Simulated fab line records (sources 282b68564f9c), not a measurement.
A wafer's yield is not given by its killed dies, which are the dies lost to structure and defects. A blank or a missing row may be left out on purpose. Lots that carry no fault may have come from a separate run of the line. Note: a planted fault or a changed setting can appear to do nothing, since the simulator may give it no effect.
fab line records ; flow ritCmos
record: lots: 14; wafers: 42; lastDay: 8
route steps=202 shown NLDD@160 M1@184
lots that met no fault: taken from a fault-free run of the same line
startH: hours from the record's opening day to when the first of the lot's shown wafers began ; waitH: time in hours since the lot's previous step ; " the same as in the row above ; L1.1+2: a single row standing in for several wafers ; - no value present, or no start provided ; * or withheld: withheld ; < > ~ a bound
route shown NAME@n: NAME is a module with steps in the file, n the number in the route of the first one ; usual: average and standard deviation across the fault-free wafers ; same: alike in all rows ; chamber/n: place in a boat ; sites: each site's reading ; _std_site: standard deviation of those values ; _edge_site: the outer-site mean with the inner-site mean subtracted ; radiusMm: how far each site lies from the wafer's centre ; mask NAME#n: copy n ; behind: the most recent tool/chamber to have shaped the wafer ; hold: what put the lot on hold/how long, in hours/how the hold closed ; device: which transistor (n, p or np) failed to switch ; end of line: at the end of the route, the tests of the same wafers ; a step with no rows: only its recipe ; killed: at the first sort, the dies lost to defects and structure; wafer yield is something else ; map: a wafer's dies, x killed, . not, _ none there
set.NAME: the setting the step ran with; set.NAME@STEP: the setting that earlier step ran with ; model.NAME: the simulator's own value behind a step, which no gauge read
steps of the route over a sample of lots; a table a step, a row a wafer
services: when a tool's chamber went out of use (startH, in hours from the record's first day, below 0 if earlier), for how many hours, and the reason
== steps ==
step: RIT_SDANNEAL_RS_MEAS_07
recipe: thkMeasGauge: four-point-probe
usual: NLDD_RS: 151.6/0.49
lot.wafer;tool;chamber;startH;waitH;NLDD_RS[ohm/sq]
L959.2;filmMetro-01;-;50.73;0.1;152.0
L959.3;filmMetro-01;-;50.73;0.1;152.5
L959.4;filmMetro-01;-;50.73;0.1;152.7
L960.2;filmMetro-04;-;56.94;0.1;152.7
L960.3;filmMetro-04;-;56.94;0.1;152.6
L960.6;filmMetro-04;-;56.94;0.1;152.5
L961.1;filmMetro-02;-;63.78;0.1;151.8
L961.2;filmMetro-02;-;63.78;0.1;151.5
L961.6;filmMetro-02;-;63.78;0.1;151.8
L962.2;filmMetro-04;-;65.49;0.1;150.7
L962.3;filmMetro-04;-;65.49;0.1;151.2
L962.5;filmMetro-04;-;65.49;0.1;151.7
L963.1;filmMetro-04;-;72.95;0.1;150.9
L963.4;filmMetro-04;-;72.95;0.1;151.7
L963.5;filmMetro-04;-;72.95;0.1;151.4
L965.1;filmMetro-02;-;80.78;0.1;151.5
L965.3;filmMetro-02;-;80.78;0.1;151.6
L965.4;filmMetro-02;-;80.78;0.1;151.7
L967.2;filmMetro-04;-;91.27;0.1;150.6
L967.4;filmMetro-04;-;91.27;0.1;151.1
L967.6;filmMetro-04;-;91.27;0.1;150.6
L968.2;filmMetro-01;-;97.82;0.1;152.0
L968.3;filmMetro-01;-;97.82;0.1;151.8
L968.4;filmMetro-01;-;97.82;0.1;151.4
L970.1;filmMetro-01;-;105.07;0.1;151.8
L970.3;filmMetro-01;-;105.07;0.1;151.6
L970.5;filmMetro-01;-;105.07;0.1;151.7
L975.1;filmMetro-04;-;134.41;0.1;151.3
L975.2;filmMetro-04;-;134.41;0.1;152.0
L975.5;filmMetro-04;-;134.41;0.1;151.8
L977.1;filmMetro-04;-;152.46;0.1;151.7
L977.3;filmMetro-04;-;152.46;0.1;151.5
L977.5;filmMetro-04;-;152.46;0.1;151.7
L979.2;filmMetro-04;-;155.99;0.1;151.8
L979.3;filmMetro-04;-;155.99;0.1;151.8
L979.5;filmMetro-04;-;155.99;0.1;152.3
L981.1;filmMetro-04;-;167.88;0.1;151.0
L981.4;filmMetro-04;-;167.88;0.1;150.7
L981.6;filmMetro-04;-;167.88;0.1;151.2
L982.1;filmMetro-04;-;179.42;0.1;151.3
L982.2;filmMetro-04;-;179.42;0.1;150.8
L982.6;filmMetro-04;-;179.42;0.1;150.9
step: RIT_M1_SPUTTER_00
recipe: material: Al; targetThkNm: 400; powerW: 2000; chamberPressurePa: 0.4; gas: Ar; timeS: 500; substrateTempC: 25
usual: chamberPressurePa: 0.4000/0.00085; throttleValvePct: 30.2/1.1
lot.wafer;tool;chamber;startH;waitH;chamberPressurePa;throttleValvePct
L959.2;pvdSputter-04;-;53.85;0.0;0.4010;29.2
L959.3;pvdSputter-04;-;53.85;0.0;0.3994;30.1
L959.4;pvdSputter-04;-;53.85;0.0;0.3999;30.2
L960.2;pvdSputter-01;-;59.78;0.0;0.3999;31.4
L960.3;pvdSputter-01;-;59.78;0.0;0.3992;30.3
L960.6;pvdSputter-01;-;59.78;0.0;0.3990;29.8
L961.1;pvdSputter-03;-;66.78;0.0;0.4003;28.0
L961.2;pvdSputter-03;-;66.78;0.0;0.3998;30.4
L961.6;pvdSputter-03;-;66.78;0.0;0.4008;28.5
L962.2;pvdSputter-01;-;68.46;0.0;0.3997;29.5
L962.3;pvdSputter-01;-;68.46;0.0;0.3997;30.2
L962.5;pvdSputter-01;-;68.46;0.0;0.3989;29.6
L963.1;pvdSputter-03;-;75.90;0.0;0.4005;28.3
L963.4;pvdSputter-03;-;75.90;0.0;0.3996;31.3
L963.5;pvdSputter-03;-;75.90;0.0;0.4001;31.9
L965.1;pvdSputter-04;-;83.94;0.0;0.4008;29.0
L965.3;pvdSputter-04;-;83.94;0.0;0.3999;30.0
L965.4;pvdSputter-04;-;83.94;0.0;0.4010;30.4
L967.2;pvdSputter-04;-;94.25;0.0;0.3998;29.0
L967.4;pvdSputter-04;-;94.25;0.0;0.4002;30.3
L967.6;pvdSputter-04;-;94.25;0.0;0.3992;32.3
L968.2;pvdSputter-01;-;100.79;0.0;0.3992;29.7
L968.3;pvdSputter-01;-;100.79;0.0;0.4014;29.8
L968.4;pvdSputter-01;-;100.79;0.0;0.3992;30.5
L970.1;pvdSputter-01;-;108.08;0.0;0.4010;29.8
L970.3;pvdSputter-01;-;108.08;0.0;0.3999;29.8
L970.5;pvdSputter-01;-;108.08;0.0;0.3987;30.6
L975.1;pvdSputter-04;-;137.39;0.0;0.4002;32.4
L975.2;pvdSputter-04;-;137.39;0.0;0.3997;29.9
L975.5;pvdSputter-04;-;137.39;0.0;0.4008;29.2
L977.1;pvdSputter-01;-;155.60;0.0;0.3995;30.1
L977.3;pvdSputter-01;-;155.60;0.0;0.4020;31.3
L977.5;pvdSputter-01;-;155.60;0.0;0.3997;30.5
L979.2;pvdSputter-03;-;158.91;0.0;0.4000;28.2
L979.3;pvdSputter-03;-;158.91;0.0;0.3993;31.5
L979.5;pvdSputter-03;-;158.91;0.0;0.4000;28.3
L981.1;pvdSputter-03;-;171.24;0.0;0.4008;30.7
L981.4;pvdSputter-03;-;171.24;0.0;0.4002;31.4
L981.6;pvdSputter-03;-;171.24;0.0;0.4007;28.3
L982.1;pvdSputter-03;-;182.72;0.0;0.3997;31.6
L982.2;pvdSputter-03;-;182.72;0.0;0.4004;28.3
L982.6;pvdSputter-03;-;182.72;0.0;0.3997;28.2
step: RIT_M1_THK_MEAS_02
recipe: thkMeasGauge: xrf; reads: Al_of_M1_SPUTTER_00
usual: M1_AL_THK: 410/4.5
lot.wafer;tool;chamber;startH;waitH;M1_AL_THK[nm]
L959.2;filmMetro-02;-;54.27;0.1;406
L959.3;filmMetro-02;-;54.27;0.1;410
L959.4;filmMetro-02;-;54.27;0.1;411
L960.2;filmMetro-02;-;60.20;0.1;419
L960.3;filmMetro-02;-;60.20;0.1;415
L960.6;filmMetro-02;-;60.20;0.1;419
L961.1;filmMetro-02;-;67.19;0.1;408
L961.2;filmMetro-02;-;67.19;0.1;411
L961.6;filmMetro-02;-;67.19;0.1;415
L962.2;filmMetro-02;-;68.88;0.1;416
L962.3;filmMetro-02;-;68.88;0.1;414
L962.5;filmMetro-02;-;68.88;0.1;418
L963.1;filmMetro-01;-;76.31;0.1;406
L963.4;filmMetro-01;-;76.31;0.1;406
L963.5;filmMetro-01;-;76.31;0.1;401
L965.1;filmMetro-01;-;84.35;0.1;407
L965.3;filmMetro-01;-;84.35;0.1;408
L965.4;filmMetro-01;-;84.35;0.1;412
L967.2;filmMetro-04;-;94.67;0.1;401
L967.4;filmMetro-04;-;94.67;0.1;403
L967.6;filmMetro-04;-;94.67;0.1;406
L968.2;filmMetro-04;-;101.21;0.1;405
L968.3;filmMetro-04;-;101.21;0.1;408
L968.4;filmMetro-04;-;101.21;0.1;406
L970.1;filmMetro-01;-;108.49;0.1;411
L970.3;filmMetro-01;-;108.49;0.1;412
L970.5;filmMetro-01;-;108.49;0.1;409
L975.1;filmMetro-02;-;137.81;0.1;408
L975.2;filmMetro-02;-;137.81;0.1;413
L975.5;filmMetro-02;-;137.81;0.1;412
L977.1;filmMetro-01;-;156.01;0.1;417
L977.3;filmMetro-01;-;156.01;0.1;417
L977.5;filmMetro-01;-;156.01;0.1;418
L979.2;filmMetro-04;-;159.41;0.1;408
L979.3;filmMetro-04;-;159.41;0.1;409
L979.5;filmMetro-04;-;159.41;0.1;405
L981.1;filmMetro-04;-;171.65;0.1;407
L981.4;filmMetro-04;-;171.65;0.1;411
L981.6;filmMetro-04;-;171.65;0.1;408
L982.1;filmMetro-01;-;183.13;0.1;414
L982.2;filmMetro-01;-;183.13;0.1;410
L982.6;filmMetro-01;-;183.13;0.1;413
step: RIT_M1_DEVELOP_08
recipe: resist: NOVOLAK; developTimeS: 68; devTempC: 23
usual: developerTempC: 23.02/0.095
same: developTimeS: 68
lot.wafer;tool;chamber;startH;waitH;developerTempC
L959.2;lithoTrack-03;0;55;-;22.90
L959.3;lithoTrack-03;0;55;-;23.17
L959.4;lithoTrack-03;0;55;-;22.99
L960.2;lithoTrack-04;0;60;-;22.96
L960.3;lithoTrack-04;0;61;-;23.14
L960.6;lithoTrack-04;0;61;-;23.05
L961.1;lithoTrack-04;0;68;-;23.09
L961.2;lithoTrack-04;0;68;-;23.02
L961.6;lithoTrack-04;0;68;-;23.04
L962.2;lithoTrack-02;0;69;-;23.09
L962.3;lithoTrack-02;0;69;-;23.12
L962.5;lithoTrack-02;0;69;-;22.94
L963.1;lithoTrack-03;0;77;-;22.80
L963.4;lithoTrack-03;0;77;-;22.98
L963.5;lithoTrack-03;0;77;-;22.90
L965.1;lithoTrack-04;0;85;-;23.09
L965.3;lithoTrack-04;0;85;-;22.97
L965.4;lithoTrack-04;0;85;-;22.93
L967.2;lithoTrack-02;0;95;-;22.92
L967.4;lithoTrack-02;0;95;-;23.04
L967.6;lithoTrack-02;0;95;-;22.92
L968.2;lithoTrack-04;0;102;-;23.07
L968.3;lithoTrack-04;0;102;-;22.89
L968.4;lithoTrack-04;0;102;-;23.06
L970.1;lithoTrack-02;0;109;-;23.11
L970.3;lithoTrack-02;0;109;-;22.99
L970.5;lithoTrack-02;0;109;-;22.89
L975.1;lithoTrack-04;0;138;-;22.33
L975.2;lithoTrack-04;0;138;-;22.45
L975.5;lithoTrack-04;0;138;-;22.26
L977.1;lithoTrack-04;0;156;-;22.47
L977.3;lithoTrack-04;0;156;-;22.42
L977.5;lithoTrack-04;0;156;-;22.33
L979.2;lithoTrack-02;0;160;-;23.11
L979.3;lithoTrack-02;0;160;-;22.94
L979.5;lithoTrack-02;0;160;-;23.14
L981.1;lithoTrack-03;0;172;-;22.98
L981.4;lithoTrack-03;0;172;-;22.92
L981.6;lithoTrack-03;0;172;-;23.08
L982.1;lithoTrack-03;0;184;-;23.01
L982.2;lithoTrack-03;0;184;-;23.11
L982.6;lithoTrack-03;0;184;-;23.18
step: RIT_M1_PROBE_99
usual: defectLimitedYield: 97.5/1; killed_at_M0_to_M3: 0.0/0.14; killedAtContacts: 0.0/0.25; killedAtFrontEnd: 6.6/2.7; killedDies: 6.7/2.7; killedOpen: 3.3/1.9; killedShort: 3.4/1.9; sort_bin_3_pad_short: 0.1/0.24; sort_bin_5_function: 1.5/0.78; sort_bin_6_memory: 0.9/0.69; sortNPass: 257.3/2.7; sortYieldPct: 97.5/1
same: grossDies: 264; killed_at_M4_up: 0; killedAtBackSide: 0; killedAtOther: 0
lot.wafer;tool;chamber;startH;waitH;defectLimitedYield[%];killed_at_M0_to_M3;killedAtContacts;killedAtFrontEnd;killedDies;killedOpen;killedShort;sort_bin_3_pad_short[%];sort_bin_5_function[%];sort_bin_6_memory[%];sortNPass;sortYieldPct[%]
L959.2;prober-01;-;58.51;0.1;98.5;0;0;4;4;1;3;0;0.8;0.8;260.0;98.5
L959.3;prober-01;-;58.56;0.2;97.3;0;0;7;7;4;3;0;0.8;1.9;257.0;97.3
L959.4;prober-01;-;58.61;0.2;97.7;0;0;6;6;4;2;0;1.1;1.1;258.0;97.7
L960.2;prober-02;-;63.86;0.1;98.1;0;0;5;5;2;3;0;1.1;0.8;259.0;98.1
L960.3;prober-02;-;63.91;0.2;97.3;0;0;7;7;6;1;0;1.9;0.8;257.0;97.3
L960.6;prober-02;-;64.06;0.2;95.5;0;0;12;12;8;4;0;2.7;1.9;252.0;95.5
L961.1;prober-01;-;70.92;0.1;97.0;0;0;8;8;5;3;0;1.9;1.1;256.0;97.0
L961.2;prober-01;-;70.97;0.1;97.0;0;0;8;8;4;4;0.4;2.3;0.4;256.0;97.0
L961.6;prober-01;-;71.17;0.2;96.6;0;0;9;9;6;3;0;3.0;0.4;255.0;96.6
L962.2;prober-02;-;73.72;0.1;98.1;0;0;5;5;3;2;0.4;0.8;0.8;259.0;98.1
L962.3;prober-02;-;73.77;0.2;98.9;0;0;3;3;2;1;0;0.8;0.4;261.0;98.9
L962.5;prober-02;-;73.87;0.2;98.1;0;0;5;5;3;2;0.4;0.8;0.8;259.0;98.1
L963.1;prober-01;-;80.42;0.1;98.1;0;1;4;5;4;1;0;1.5;0.4;259.0;98.1
L963.4;prober-01;-;80.57;0.2;98.5;0;0;4;4;2;2;0;1.1;0.4;260.0;98.5
L963.5;prober-01;-;80.62;0.2;96.6;0;0;9;9;6;3;0;1.9;1.5;255.0;96.6
L965.1;prober-01;-;88.67;0.1;98.5;0;0;4;4;3;1;0;0.4;1.1;260.0;98.5
L965.3;prober-01;-;88.77;0.2;98.1;0;0;5;5;3;2;0;1.5;0.4;259.0;98.1
L965.4;prober-01;-;88.82;0.2;97.7;0;0;6;6;2;4;0;1.1;1.1;258.0;97.7
L967.2;prober-01;-;99.70;0.1;97.0;0;0;8;8;5;3;0.8;1.1;1.1;256.0;97.0
L967.4;prober-01;-;99.80;0.2;95.8;0;1;10;11;5;6;0;1.9;2.3;253.0;95.8
L967.6;prober-01;-;99.90;0.2;97.3;0;0;7;7;4;3;0.4;1.1;1.1;257.0;97.3
L968.2;prober-02;-;105.92;0.1;99.6;0;0;1;1;1;0;0;0.4;0;263.0;99.6
L968.3;prober-02;-;105.97;0.2;98.5;0;0;4;4;2;2;0;1.5;0;260.0;98.5
L968.4;prober-02;-;106.02;0.2;98.9;1;0;2;3;0;3;0;0.8;0.4;261.0;98.9
L970.1;prober-02;-;113.53;0.1;98.1;0;0;5;5;3;2;0;1.5;0.4;259.0;98.1
L970.3;prober-02;-;113.63;0.2;99.6;0;0;1;1;1;0;0;0.4;0;263.0;99.6
L970.5;prober-02;-;113.73;0.2;96.6;0;0;9;9;3;6;0.4;1.9;1.1;255.0;96.6
L975.1;prober-01;-;144.10;0.1;97.0;0;0;8;8;4;4;0;2.7;0.4;256.0;97.0
L975.2;prober-01;-;144.15;0.1;99.2;0;0;2;2;1;1;0;0.4;0.4;262.0;99.2
L975.5;prober-01;-;144.30;0.2;99.2;0;0;2;2;1;1;0;0.4;0.4;262.0;99.2
L977.1;prober-01;-;161.62;0.1;98.9;0;0;3;3;2;1;0;0.8;0.4;261.0;98.9
L977.3;prober-01;-;161.72;0.2;98.1;0;0;5;5;3;2;0;1.1;0.8;259.0;98.1
L977.5;prober-01;-;161.82;0.2;97.7;0;0;6;6;3;3;0;0.8;1.5;258.0;97.7
L979.2;prober-02;-;165.65;0.1;97.3;0;0;7;7;2;5;0.4;1.1;1.1;257.0;97.3
L979.3;prober-02;-;165.70;0.2;96.2;0;0;10;10;4;6;0;1.9;1.9;254.0;96.2
L979.5;prober-02;-;165.80;0.2;95.5;0;0;12;12;5;7;0;3.4;1.1;252.0;95.5
L981.1;prober-02;-;175.29;0.1;98.5;0;0;4;4;2;2;0;1.1;0.4;260.0;98.5
L981.4;prober-02;-;175.44;0.2;98.5;0;0;4;4;3;1;0;1.5;0;260.0;98.5
L981.6;prober-02;-;175.54;0.2;97.0;0;0;8;8;3;5;0;1.9;1.1;256.0;97.0
L982.1;prober-02;-;187.59;0.1;97.3;0;0;7;7;3;4;0;1.9;0.8;257.0;97.3
L982.2;prober-02;-;187.64;0.1;95.5;0;0;12;12;5;7;0;1.9;2.7;252.0;95.5
L982.6;prober-02;-;187.84;0.2;97.0;0;0;8;8;4;4;0;2.3;0.8;256.0;97.0
killed by level:class
L959.2 GATE:geometricParticle:short=2 FOX1:geometricParticle:short=1 GATE:geometricParticle:open=1
L959.3 GATE:geometricParticle:open=3 FOX1:geometricParticle:short=1 FOX2:geometricParticle:short=1 FOX2:geometricParticle:open=1 GATE:geometricParticle:short=1
L959.4 GATE:geometricParticle:open=3 ACTIVE:geometricParticle:open=1 FOX1:geometricParticle:short=1 SILICIDE:geometricParticle:short=1
L960.2 FOX1:geometricParticle:short=3 FOX1:geometricParticle:open=1 SILICIDE:geometricParticle:open=1
L960.3 FOX1:geometricParticle:open=2 GATE:geometricParticle:open=2 FOX2:geometricParticle:open=1 GATE:geometricParticle:short=1 SILICIDE:geometricParticle:open=1
L960.6 FOX1:geometricParticle:open=3 GATE:geometricParticle:open=3 SILICIDE:geometricParticle:short=2 GATE:geometricParticle:short=1 REOX:geometricParticle:open=1 REOX:geometricParticle:short=1 SILICIDE:geometricParticle:open=1
L961.1 FOX1:geometricParticle:short=2 GATE:geometricParticle:open=2 REOX:geometricParticle:open=2 GATE:geometricParticle:short=1 SPACER:geometricParticle:open=1
L961.2 GATE:geometricParticle:short=4 GATE:geometricParticle:open=3 FOX1:geometricParticle:open=1
L961.6 GATE:geometricParticle:open=4 GATE:geometricParticle:short=2 FOX2:geometricParticle:short=1 REOX:geometricParticle:open=1 SPACER:geometricParticle:open=1
L962.2 FOX2:geometricParticle:open=2 FOX2:geometricParticle:short=1 REOX:geometricParticle:short=1 SPACER:geometricParticle:open=1
L962.3 GATE:geometricParticle:open=1 GATE:geometricParticle:short=1 REOX:geometricParticle:open=1
L962.5 GATE:geometricParticle:open=2 FOX1:geometricParticle:open=1 GATE:geometricParticle:short=1 REOX:geometricParticle:short=1
L963.1 GATE:geometricParticle:open=4 CONTACT:geometricParticle:short=1
L963.4 FOX1:geometricParticle:open=2 GATE:geometricParticle:short=1 REOX:geometricParticle:short=1
L963.5 GATE:geometricParticle:short=3 GATE:geometricParticle:open=3 FOX1:geometricParticle:open=2 REOX:geometricParticle:open=1
L965.1 FOX2:geometricParticle:open=1 GATE:geometricParticle:open=1 SPACER:geometricParticle:open=1 SPACER:geometricParticle:short=1
L965.3 SPACER:geometricParticle:open=2 GATE:geometricParticle:short=1 GATE:geometricParticle:open=1 SILICIDE:geometricParticle:short=1
L965.4 GATE:geometricParticle:short=2 GATE:geometricParticle:open=1 REOX:geometricParticle:short=1 SPACER:geometricParticle:open=1 SPACER:geometricParticle:short=1
L967.2 FOX1:geometricParticle:open=3 REOX:geometricParticle:open=2 FOX1:geometricParticle:short=1 FOX2:geometricParticle:short=1 GATE:geometricParticle:short=1
L967.4 REOX:geometricParticle:short=3 FOX1:geometricParticle:open=2 GATE:geometricParticle:open=2 GATE:geometricParticle:short=2 SILICIDE:geometricParticle:open=1 CONTACT:geometricParticle:short=1
L967.6 GATE:geometricParticle:open=2 FOX1:geometricParticle:open=1 FOX2:geometricParticle:short=1 GATE:geometricParticle:short=1 REOX:geometricParticle:short=1 SILICIDE:geometricParticle:open=1
L968.2 FOX1:geometricParticle:open=1
L968.3 FOX1:geometricParticle:open=1 FOX1:geometricParticle:short=1 GATE:geometricParticle:open=1 SILICIDE:geometricParticle:short=1
L968.4 REOX:geometricParticle:short=1 GATE:geometricParticle:short=1 M1:geometricParticle:short=1
L970.1 GATE:geometricParticle:open=2 FOX2:geometricParticle:short=1 REOX:geometricParticle:short=1 REOX:geometricParticle:open=1
L970.3 GATE:geometricParticle:open=1
L970.5 GATE:geometricParticle:short=2 REOX:geometricParticle:short=2 SILICIDE:geometricParticle:short=2 FOX1:geometricParticle:open=1 SPACER:geometricParticle:open=1 SILICIDE:geometricParticle:open=1
L975.1 GATE:geometricParticle:open=4 FOX2:geometricParticle:short=1 GATE:geometricParticle:short=1 REOX:geometricParticle:short=1 SILICIDE:geometricParticle:short=1
L975.2 FOX2:geometricParticle:short=1 GATE:geometricParticle:open=1
L975.5 REOX:geometricParticle:short=1 REOX:geometricParticle:open=1
L977.1 FOX1:geometricParticle:open=1 GATE:geometricParticle:short=1 GATE:geometricParticle:open=1
L977.3 GATE:geometricParticle:open=2 FOX2:geometricParticle:open=1 FOX2:geometricParticle:short=1 REOX:geometricParticle:short=1
L977.5 GATE:geometricParticle:short=2 GATE:geometricParticle:open=2 FOX1:geometricParticle:open=1 SILICIDE:geometricParticle:short=1
L979.2 FOX2:geometricParticle:short=2 GATE:geometricParticle:short=2 GATE:geometricParticle:open=2 SPACER:geometricParticle:short=1
L979.3 GATE:geometricParticle:short=4 FOX1:geometricParticle:open=1 FOX1:geometricParticle:short=1 FOX2:geometricParticle:open=1 SPACER:geometricParticle:open=1 SILICIDE:geometricParticle:open=1 SILICIDE:geometricParticle:short=1
L979.5 GATE:geometricParticle:open=3 SPACER:geometricParticle:short=2 SILICIDE:geometricParticle:open=2 SILICIDE:geometricParticle:short=2 FOX1:geometricParticle:short=1 FOX2:geometricParticle:short=1 REOX:geometricParticle:short=1
L981.1 FOX1:geometricParticle:open=1 FOX2:geometricParticle:open=1 GATE:geometricParticle:short=1 REOX:geometricParticle:short=1
L981.4 SPACER:geometricParticle:open=2 GATE:geometricParticle:open=1 SILICIDE:geometricParticle:short=1
L981.6 SILICIDE:geometricParticle:short=3 FOX2:geometricParticle:short=1 GATE:geometricParticle:open=1 SPACER:geometricParticle:short=1 SPACER:geometricParticle:open=1 SILICIDE:geometricParticle:open=1
L982.1 GATE:geometricParticle:short=2 REOX:geometricParticle:short=2 FOX2:geometricParticle:open=1 REOX:geometricParticle:open=1 SPACER:geometricParticle:open=1
L982.2 FOX2:geometricParticle:open=2 GATE:geometricParticle:short=2 SPACER:geometricParticle:short=2 FOX1:geometricParticle:short=1 FOX2:geometricParticle:short=1 GATE:geometricParticle:open=1 SPACER:geometricParticle:open=1 SILICIDE:geometricParticle:open=1
L982.6 FOX2:geometricParticle:open=2 GATE:geometricParticle:open=2 FOX1:geometricParticle:short=1 FOX2:geometricParticle:short=1 GATE:geometricParticle:short=1 SPACER:geometricParticle:short=1
== services ==
tool;chamber;startH;hours;kind
pvdSputter-03;-;31.13;3.1;repair
pvdSputter-01;-;101.58;5.3;repair
pvdSputter-03;-;147.15;1.3;repair
== key ==
firstSign: step: RIT_M1_DEVELOP_08; reading: developerTempC; direction: down; sigmas: 6.8; usual: *; struck: *
effect none on later readings
metAt RIT_M1_DEVELOP_08
struckLots L975,L977
loopTrim: step: RIT_M1_EXPOSE_06; setting: dose; lots: L977
notActingAt RIT_SDANNEAL_RS_MEAS_07,RIT_M1_SPUTTER_00,RIT_M1_THK_MEAS_02
fault: kind: processParameterDrift; tool: lithoTrack-04; chamber: -; onsetH: 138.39; steps: RIT_M1_DEVELOP_08; channel: devTempC; offset: *; shape: step; endH: 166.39; actsIn: *; stated: *
loopTrim: a control loop set the setting to another value than it would have without faults
